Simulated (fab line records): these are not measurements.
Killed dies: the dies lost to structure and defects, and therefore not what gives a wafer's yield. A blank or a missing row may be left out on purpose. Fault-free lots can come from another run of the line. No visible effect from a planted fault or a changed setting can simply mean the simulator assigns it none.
A struck lot beside a sound one + flow rit_cmos + 18 out of 202 route steps
Sound: wafers L128.2, L128.3, L128.4. Wafers struck: L134.1, L134.3, L134.6. The cause comes at the end.
Order at every step that has rows: each side's tool, ch and its chambers, its first start. Under that, the readings that differ: sound wafers + struck wafers + difference of the means + sigmas: that difference in standard deviations of wafers without a fault.
alike: same words and numbers on both sides, and readings whose means sit less than 2 such deviations apart. not compared: any withheld reading, any reading some wafer has no value for, any bound like >300 that may hide the same value, and any number with overlapping values for which the record gives no deviation.
The two part at a step that has a row with sigmas, a row that says differs or no value, or rows on one side only. Numbers that don't overlap but have no deviation are shown without sigmas and don't part them. A reading missing from all wafers of one side parts the sides only when that side holds two or more wafers.

first, 1 step without rows for these wafers: RIT_PWELL_DEVELOP_05 (develop time 68 s).
RIT_PWELL_OVL_MEAS_06:
  sound on overlay-01, day 1 23:50; struck on overlay-02, day 3 05:23
  alike: PWELL_OVL
then, 2 steps without rows for these wafers: RIT_PWELL_HARDBAKE_07 (time 120 s); RIT_PWELL_IMPLANT_08.
RIT_PWELL_STRIP_09: strips in O2, time 180 s.
  sound on plasma_asher-03 ch 0,1, day 2 00:16; struck on plasma_asher-03 ch 1, day 3 05:50
  alike: chamber_pressure_mTorr, drypump_motor_current_A
  not compared: rf_hours_counter_h
RIT_PWELL_TW_MEAS_10:
  sound on film_metro-01, day 2 00:27; struck on film_metro-04, day 3 06:00
| reading  | sound       | struck      | difference | sigmas |
|----------|-------------|-------------|------------|--------|
| PWELL_TW | 973 964 973 | 943 939 937 | -30        | -3     |
then, 1 step without rows for these wafers: RIT_WELLDRIVE_ANNEAL_00 (time 14700 s).
RIT_WELLDRIVE_RS_MEAS_01: uses a four-point probe to measure.
  sound on film_metro-02, day 2 05:36; struck on film_metro-02, day 3 12:19
  alike: NWELL_RS
RIT_WELLDRIVE_RS_MEAS_02: uses a four-point probe to measure.
  sound on film_metro-02, day 2 05:43; struck on film_metro-02, day 3 12:26
  alike: PWELL_RS
then, 3 steps without rows for these wafers: RIT_NRETRO_HMDS_00 (prime time 60 s); RIT_NRETRO_COAT_01 (resist thk 1300 nm); RIT_NRETRO_SOFTBAKE_02 (time 60 s).
RIT_NRETRO_EXPOSE_03: exposes mask M4, target cd 43900 nm.
  sound on iline_stepper-02 ch 0, day 2 06:17; struck on iline_stepper-01 ch 0, day 3 13:07
| reading                        | sound                | struck         | difference | sigmas |
|--------------------------------|----------------------|----------------|------------|--------|
| model.NRETRO.overlay_x_nm (nm) | 0.5953 0.5953 0.5953 | 6118 6118 6118 | +6117      |        |
  alike: mask
then, 2 steps without rows for these wafers: RIT_NRETRO_PEB_04; RIT_NRETRO_DEVELOP_05 (develop time 68 s).
RIT_NRETRO_OVL_MEAS_06:
  sound on overlay-02, day 2 06:43; struck on overlay-01, day 3 13:34
| reading         | sound        | struck | difference                    | sigmas |
|-----------------|--------------|--------|-------------------------------|--------|
| NRETRO_OVL (nm) | 1.2 -0.3 1.4 | - - -  | no value on the struck wafers |        |
then, 1 step without rows for these wafers: RIT_NRETRO_HARDBAKE_07 (time 120 s).
RIT_M1_PROBE_99:
  sound on prober-01, day 3 15:34; struck on prober-01, day 4 19:07
| reading                             | sound             | struck            | difference | sigmas |
|-------------------------------------|-------------------|-------------------|------------|--------|
| killed_at_front_end                 | 10 10 11          | 264 264 264       | +254       | +91    |
| killed_dies                         | 10 10 11          | 264 264 264       | +254       | +91    |
| killed_on_rim                       | 5 0 2             | 70 70 70          | +68        | +52    |
| model.etest.pmos_0p3.r_on_ohm_um    | 5974 5980 5910    | 4985 4971 5007    | -967       |        |
| model.etest.pmos_turned.r_on_ohm_um | 3116 3045 3092    | 2632 2647 2655    | -440       |        |
| model.etest.pmos_0p15.r_on_ohm_um   | 2522 2485 2470    | 2221 2220 2220    | -272       |        |
| model.etest.nmos_0p3.r_on_ohm_um    | 2084 2073 2068    | 1870 1860 1892    | -201       |        |
| model.etest.nmos_turned.drive_ua_um | 350.1 361.8 347.1 | 459.5 457.6 450   | +102.7     |        |
| model.etest.nmos_0p15.drive_ua_um   | 502.7 518.5 507.9 | 595.1 584.2 587.4 | +79.2      |        |
| model.etest.nmos_0p15.r_on_ohm_um   | 1082 1050 1079    | 999.9 998.5 1008  | -68.2      |        |
| model.etest.pmos_0p15.drive_ua_um   | 285.7 289.7 289.9 | 364.7 361.5 361.6 | +74.2      |        |
  alike: killed_at_contacts, killed_open, killed_short

== WHERE THEY PART ==
At RIT_PWELL_TW_MEAS_10 first; at RIT_M1_PROBE_99 last (within this record only).

WHY: what the simulator had put in
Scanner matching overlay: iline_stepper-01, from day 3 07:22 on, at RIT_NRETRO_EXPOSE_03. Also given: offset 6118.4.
